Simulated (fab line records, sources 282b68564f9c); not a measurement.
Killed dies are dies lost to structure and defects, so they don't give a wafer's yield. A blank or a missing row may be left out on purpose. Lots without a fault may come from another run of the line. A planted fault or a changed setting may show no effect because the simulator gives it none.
fab line records | flow rit_cmos
record lots=6 wafers=18 last_day=7
route steps=202 shown M1@184
lots that met no fault: from a run of the same line without faults
start_h: hours from the record's first day to the start of the lot's first wafer shown | wait_h: hours since the lot's step before | " the same as in the row above | L1.1+2: a row that stands for several wafers | - no value, or no start given | * or withheld: withheld | < > ~ a bound
route shown NAME@n: a module of which the file shows steps, and the number in the route of the first | usual: mean/standard deviation of fault-free wafers | same: alike in all rows | chamber/n: place in a boat | sites: the reading at each site | _std_site: their standard deviation | _edge_site: outer sites' mean less inner sites' | radius_mm: how far each site lies from the wafer's centre | mask NAME#n: copy n | behind: the tool/chamber that last shaped the wafer | hold: why the lot was held/for how many hours/how that ended | device: the transistor (n, p or np) that didn't switch | end of line: the same wafers' tests at the end of the route | a step without rows: its recipe alone | killed: dies lost to structure and defects at the first sort, not the wafer's yield | map: a wafer's dies, x killed, . not, _ none there
set.NAME: the setting as run; set.NAME@STEP: as run at that earlier step | model.NAME: the simulator's own value behind a step, which no gauge read
lots at some steps of the route; a table a step, a row a wafer
services: from which hour (start_h, from the record's first day; less than 0 if before it) a tool's chamber was out of use, for how many hours, and why
## steps
# step RIT_M1_SPUTTER_00
# recipe material=Al target_thk_nm=400 power_w=1958 chamber_pressure_pa=0.4 gas=Ar time_s=500 substrate_temp_c=25
# usual throttle_valve_pct=29.9/1.5
# columns lot.wafer tool chamber start_h wait_h throttle_valve_pct
L676.1 pvd_sputter-01 - 63.99 0.0 30.6
L676.3 " - " " 31.1
L676.5 " - " " 30.3
L677.1 pvd_sputter-02 - 69.29 0.0 30.8
L677.4 " - " " 28.6
L677.6 " - " " 28.1
L685.1 pvd_sputter-04 - 109.65 0.0 31.6
L685.3 " - " " 33.0
L685.4 " - " " 28.4
L688.1 pvd_sputter-04 - 120.51 0.0 28.0
L688.4 " - " " 33.1
L688.6 " - " " 31.6
L695.3 pvd_sputter-01 - 155.81 0.0 30.2
L695.4 " - " " 30.7
L695.6 " - " " 29.8
L697.3 pvd_sputter-01 - 167.44 0.0 29.8
L697.5 " - " " 30.5
L697.6 " - " " 27.2
# step RIT_M1_RS_MEAS_01
# recipe thk_meas_gauge=four-point-probe reads=Al_of_M1_SPUTTER_00
# usual M1_AL_RS=0.0750/0.00078
# columns lot.wafer tool chamber start_h wait_h M1_AL_RS[ohm/sq]
L676.1 film_metro-03 - 64.29 0.1 0.0756
L676.3 " - " " 0.0751
L676.5 " - " " 0.0754
L677.1 film_metro-02 - 69.59 0.1 0.0756
L677.4 " - " " 0.0749
L677.6 " - " " 0.0745
L685.1 film_metro-04 - 109.94 0.1 0.0749
L685.3 " - " " 0.0744
L685.4 " - " " 0.0757
L688.1 film_metro-02 - 120.81 0.1 0.0744
L688.4 " - " " 0.0741
L688.6 " - " " 0.0742
L695.3 film_metro-02 - 156.15 0.2 0.0746
L695.4 " - " " 0.0747
L695.6 " - " " 0.0750
L697.3 film_metro-03 - 167.78 0.2 0.0763
L697.5 " - " " 0.0767
L697.6 " - " " 0.0773
# step RIT_M1_THK_MEAS_02
# recipe thk_meas_gauge=xrf reads=Al_of_M1_SPUTTER_00
# usual M1_AL_THK=389/4.2
# columns lot.wafer tool chamber start_h wait_h M1_AL_THK[nm]
L676.1 film_metro-03 - 64.41 0.1 391
L676.3 " - " " 389
L676.5 " - " " 389
L677.1 film_metro-02 - 69.71 0.1 386
L677.4 " - " " 392
L677.6 " - " " 391
L685.1 film_metro-04 - 110.06 0.1 389
L685.3 " - " " 392
L685.4 " - " " 385
L688.1 film_metro-02 - 120.93 0.1 393
L688.4 " - " " 395
L688.6 " - " " 391
L695.3 film_metro-02 - 156.25 0.1 390
L695.4 " - " " 391
L695.6 " - " " 392
L697.3 film_metro-03 - 167.88 0.1 383
L697.5 " - " " 381
L697.6 " - " " 379
# step RIT_M1_HMDS_03
# recipe prime_time_s=60 prime_temp_c=140
# step RIT_M1_COAT_04
# recipe resist=NOVOLAK spin_rpm=2000 resist_thk_nm=1280
# step RIT_M1_SOFTBAKE_05
# recipe resist=NOVOLAK temp_c=90 time_s=60
# step RIT_M1_EXPOSE_06
# recipe mask_id=M12 na=0.6 source_shape=conventional sigma_outer=0.5 target_cd_nm=2600 dose_mj=250
# step RIT_M1_PEB_07
# recipe resist=NOVOLAK temp_c=withheld time_s=withheld
# step RIT_M1_DEVELOP_08
# recipe resist=NOVOLAK develop_time_s=68 dev_temp_c=23
# step RIT_M1_CD_MEAS_09
# recipe target_cd_nm=2600
# usual cd_nm=2600.5/1.9
# columns lot.wafer tool chamber start_h wait_h cd_nm
L676.1 cd_sem-01 - 65.38 - 2599.4
L676.3 " - " " 2600.7
L676.5 " - " " 2600.7
L677.1 cd_sem-02 - 70.65 - 2599.5
L677.4 " - " " 2600.1
L677.6 " - " " 2598.6
L685.1 cd_sem-01 - 111.00 - 2600.0
L685.3 " - " " 2601.7
L685.4 " - " " 2600.7
L688.1 cd_sem-01 - 121.99 - 2598.5
L688.4 " - " " 2600.6
L688.6 " - " " 2601.0
L695.3 cd_sem-02 - 157.21 - 2602.6
L695.4 " - " " 2601.5
L695.6 " - " " 2603.7
L697.3 cd_sem-01 - 169.11 - 2602.5
L697.5 " - " " 2600.5
L697.6 " - " " 2602.3
# step RIT_M1_OVL_MEAS_10
# usual M1_OVL=0.7/1.3
# columns lot.wafer tool chamber start_h wait_h M1_OVL[nm]
L676.1 overlay-02 - 65.50 0.1 0.8
L676.3 " - " " -0.7
L676.5 " - " " 0.9
L677.1 overlay-02 - 70.77 0.1 1.0
L677.4 " - " " 0.9
L677.6 " - " " 2.2
L685.1 overlay-02 - 111.12 0.1 2.6
L685.3 " - " " -0.2
L685.4 " - " " 1.4
L688.1 overlay-02 - 122.11 0.1 -0.4
L688.4 " - " " 0.7
L688.6 " - " " 1.9
L695.3 overlay-02 - 157.30 0.1 1.4
L695.4 " - " " -0.3
L695.6 " - " " -0.3
L697.3 overlay-02 - 169.21 0.1 -0.2
L697.5 " - " " 0.9
L697.6 " - " " -0.3
# step RIT_M1_HARDBAKE_11
# recipe resist=NOVOLAK temp_c=140 time_s=120
# step RIT_M1_METAL_ETCH_12
# recipe stop_on=SiO2 chemistry=Cl2/BCl3 target=Al time_s=165 over_etch_frac=0.5 pressure_mtorr=100 target_depth_a=6000 rf_w=250 Cl2_flow_sccm=60 bcl3_flow_sccm=50
# usual chamber_pressure_mTorr=100.00/0.086 drypump_motor_current_A=5.8/0.61 oes_product_au=0.768/0.011 throttle_valve_pct=8.27/0.081
# columns lot.wafer tool chamber start_h wait_h chamber_pressure_mTorr drypump_motor_current_A oes_product_au rf_hours_counter_h throttle_valve_pct model.NOVOLAK_of_M1_COAT_04.thk_nm
L676.1 rie_metal-04 1 65.78 0.2 99.88 5.9 0.775 2 8.34 792
L676.3 " 1 " " 100.00 5.9 0.782 - 8.33 791.3
L676.5 " 0 " " 99.95 5.3 0.762 - 8.39 791.6
L677.1 rie_metal-03 1 71.05 0.2 100.34 5.7 0.753 35 8.17 792.8
L677.4 " 0 " " 99.98 6.6 0.767 - 8.21 800.7
L677.6 " 1 " " 99.85 5.7 0.764 - 8.17 790.1
L685.1 rie_metal-04 1 111.41 0.2 99.91 5.9 0.788 3 8.33 796.3
L685.3 " 0 " " 149.88 5.3 0.767 - 8.39 774.2
L685.4 " 1 " " 99.98 5.9 0.772 - 8.33 794.2
L688.1 rie_metal-04 1 122.40 0.2 99.94 5.9 0.786 3 8.31 784.6
L688.4 " 1 " " 100.05 5.9 0.777 - 8.32 784.7
L688.6 " 0 " " 149.95 5.2 0.766 - 8.40 762
L695.3 rie_metal-03 0 157.84 0.2 99.97 6.6 0.785 - 8.19 799.5
L695.4 " 1 " " 99.95 5.7 0.790 - 8.18 780.5
L695.6 " 1 " " 100.02 5.8 0.791 - 8.16 784.1
L697.3 rie_metal-02 1 169.60 0.2 100.04 6.7 0.761 - 8.20 789
L697.5 " 0 " " 99.94 5.1 0.751 - 8.28 796.3
L697.6 " 1 " " 100.23 6.7 0.761 - 8.19 778.4
# step RIT_M1_STRIP_13
# recipe chemistry=nmp resist=NOVOLAK temp_c=80 time_s=600 dry=n2_spin
# step RIT_M1_PROBE_99
# usual defect_limited_yield=97.4/1 killed_at_contacts=0.1/0.3 killed_at_front_end=6.7/2.6 killed_dies=6.8/2.6 killed_open=3.3/1.7 killed_short=3.4/2 sort_bin_3_pad_short=0.1/0.24 sort_bin_5_function=1.5/0.77 sort_bin_6_memory=1.0/0.61 sort_n_pass=257.2/2.6 sort_yield_pct=97.4/1
# same gross_dies=264 killed_at_M0_to_M3=0 killed_at_M4_up=0 killed_at_back_side=0 killed_at_other=0
# columns lot.wafer tool chamber start_h wait_h defect_limited_yield[%] killed_at_contacts killed_at_front_end killed_dies killed_open killed_short sort_bin_3_pad_short[%] sort_bin_5_function[%] sort_bin_6_memory[%] sort_n_pass sort_yield_pct[%]
L676.1 prober-02 - 68.05 0.1 95.5 0 12 12 4 8 0 2.7 1.9 252.0 95.5
L676.3 prober-02 - 68.15 0.2 97.3 0 7 7 3 4 0 1.1 1.5 257.0 97.3
L676.5 prober-02 - 68.25 0.2 97.0 0 8 8 5 3 0 1.5 1.5 256.0 97.0
L677.1 prober-01 - 73.32 0.1 97.0 0 8 8 4 4 0.4 1.1 1.5 256.0 97.0
L677.4 prober-01 - 73.47 0.2 95.5 1 11 12 7 5 0.4 2.7 1.5 252.0 95.5
L677.6 prober-01 - 73.57 0.2 97.7 0 6 6 3 3 0 1.5 0.8 258.0 97.7
L685.1 prober-01 - 113.66 0.1 99.2 0 2 2 0 2 0.4 0.4 0 262.0 99.2
L685.3 prober-01 - 113.76 0.2 97.3 0 7 7 4 3 0 2.3 0.4 257.0 97.3
L688.1 prober-01 - 124.72 0.1 98.5 0 4 4 0 4 0.4 0 1.1 260.0 98.5
L688.4 prober-01 - 124.87 0.2 98.5 0 4 4 2 2 0 1.5 0 260.0 98.5
L688.6 prober-01 - 124.97 0.2 97.7 0 6 6 3 3 0 1.1 1.1 258.0 97.7
L695.3 prober-01 - 160.14 0.2 98.1 0 5 5 2 3 0 1.5 0.4 259.0 98.1
L695.4 prober-01 - 160.19 0.2 97.0 0 8 8 1 7 1.1 1.5 0.4 256.0 97.0
L695.6 prober-01 - 160.29 0.2 95.8 0 11 11 4 7 0.4 2.7 1.1 253.0 95.8
L697.3 prober-01 - 171.90 0.2 95.8 0 11 11 4 7 0 1.9 2.3 253.0 95.8
L697.5 prober-01 - 172.00 0.2 98.1 0 5 5 3 2 0 1.5 0.4 259.0 98.1
L697.6 prober-01 - 172.05 0.2 98.9 0 3 3 1 2 0 0.8 0.4 261.0 98.9
# killed by level:class
L676.1 GATE:geometric_particle:short=3 SPACER:geometric_particle:short=3 ACTIVE:geometric_particle:open=1 FOX1:geometric_particle:open=1 FOX2:geometric_particle:open=1 FOX2:geometric_particle:short=1 REOX:geometric_particle:short=1 REOX:geometric_particle:open=1
L676.3 GATE:geometric_particle:short=3 FOX2:geometric_particle:open=2 SPACER:geometric_particle:open=1 SILICIDE:geometric_particle:short=1
L676.5 GATE:geometric_particle:short=3 GATE:geometric_particle:open=3 REOX:geometric_particle:open=1 SPACER:geometric_particle:open=1
L677.1 GATE:geometric_particle:short=2 FOX1:geometric_particle:open=1 FOX1:geometric_particle:short=1 GATE:geometric_particle:open=1 REOX:geometric_particle:short=1 REOX:geometric_particle:open=1 SILICIDE:geometric_particle:open=1
L677.4 GATE:geometric_particle:short=3 GATE:geometric_particle:open=3 FOX2:geometric_particle:open=1 REOX:geometric_particle:open=1 REOX:geometric_particle:short=1 SPACER:geometric_particle:open=1 SILICIDE:geometric_particle:short=1 CONTACT:geometric_particle:open=1
L677.6 FOX1:geometric_particle:open=2 FOX1:geometric_particle:short=2 GATE:geometric_particle:short=1 GATE:geometric_particle:open=1
L685.1 FOX1:geometric_particle:short=2
L685.3 GATE:geometric_particle:open=3 GATE:geometric_particle:short=1 REOX:geometric_particle:short=1 SPACER:geometric_particle:open=1 SPACER:geometric_particle:short=1
L688.1 GATE:geometric_particle:short=2 FOX2:geometric_particle:short=1 SPACER:geometric_particle:short=1
L688.4 GATE:geometric_particle:open=2 GATE:geometric_particle:short=1 SILICIDE:geometric_particle:short=1
L688.6 REOX:geometric_particle:short=2 FOX1:geometric_particle:open=1 FOX2:geometric_particle:open=1 GATE:geometric_particle:short=1 GATE:geometric_particle:open=1
L695.3 FOX1:geometric_particle:open=1 GATE:geometric_particle:short=1 REOX:geometric_particle:short=1 SPACER:geometric_particle:short=1 SPACER:geometric_particle:open=1
L695.4 GATE:geometric_particle:short=4 REOX:geometric_particle:open=1 REOX:geometric_particle:short=1 SPACER:geometric_particle:short=1 SILICIDE:geometric_particle:short=1
L695.6 GATE:geometric_particle:open=3 FOX1:geometric_particle:short=2 GATE:geometric_particle:short=2 SPACER:geometric_particle:short=2 FOX1:geometric_particle:open=1 REOX:geometric_particle:short=1
L697.3 GATE:geometric_particle:open=3 FOX1:geometric_particle:short=2 GATE:geometric_particle:short=2 SILICIDE:geometric_particle:short=2 REOX:geometric_particle:open=1 SPACER:geometric_particle:short=1
L697.5 FOX1:geometric_particle:open=1 FOX1:geometric_particle:short=1 GATE:geometric_particle:short=1 SPACER:geometric_particle:open=1 SILICIDE:geometric_particle:open=1
L697.6 GATE:geometric_particle:short=2 REOX:geometric_particle:open=1
## services
# columns tool chamber start_h hours kind
rie_metal-03 - 56.12 1.0 repair
pvd_sputter-02 - 63.99 2.9 repair
rie_metal-04 - 85.24 4.0 pm
rie_metal-04 1 93.45 13.3 repair
rie_metal-02 1 101.43 8.8 repair
rie_metal-03 - 136.12 20.0 pm
rie_metal-03 0 136.12 20.0 vent_cycle
rie_metal-03 1 136.12 20.0 vent_cycle
rie_metal-03 0 156.12 - clean
rie_metal-03 1 156.12 - clean
## key
first_sign step=RIT_M1_METAL_ETCH_12 reading=chamber_pressure_mTorr direction=up sigmas=99+ usual=100.00 struck=149.92
effect none on later readings
model_effect step=RIT_M1_METAL_ETCH_12 value=NOVOLAK_of_M1_COAT_04.thk_nm without=789.3 struck=768.1
met_at RIT_M1_METAL_ETCH_12
struck_wafers L685.3,L688.6
onset_between 65.78 111.41
fault kind=process_parameter_drift tool=rie_metal-04 chamber=0 onset_h=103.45 steps=RIT_M1_METAL_ETCH_12 channel=pressure_mtorr offset=50 shape=step end_h=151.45 stated=100
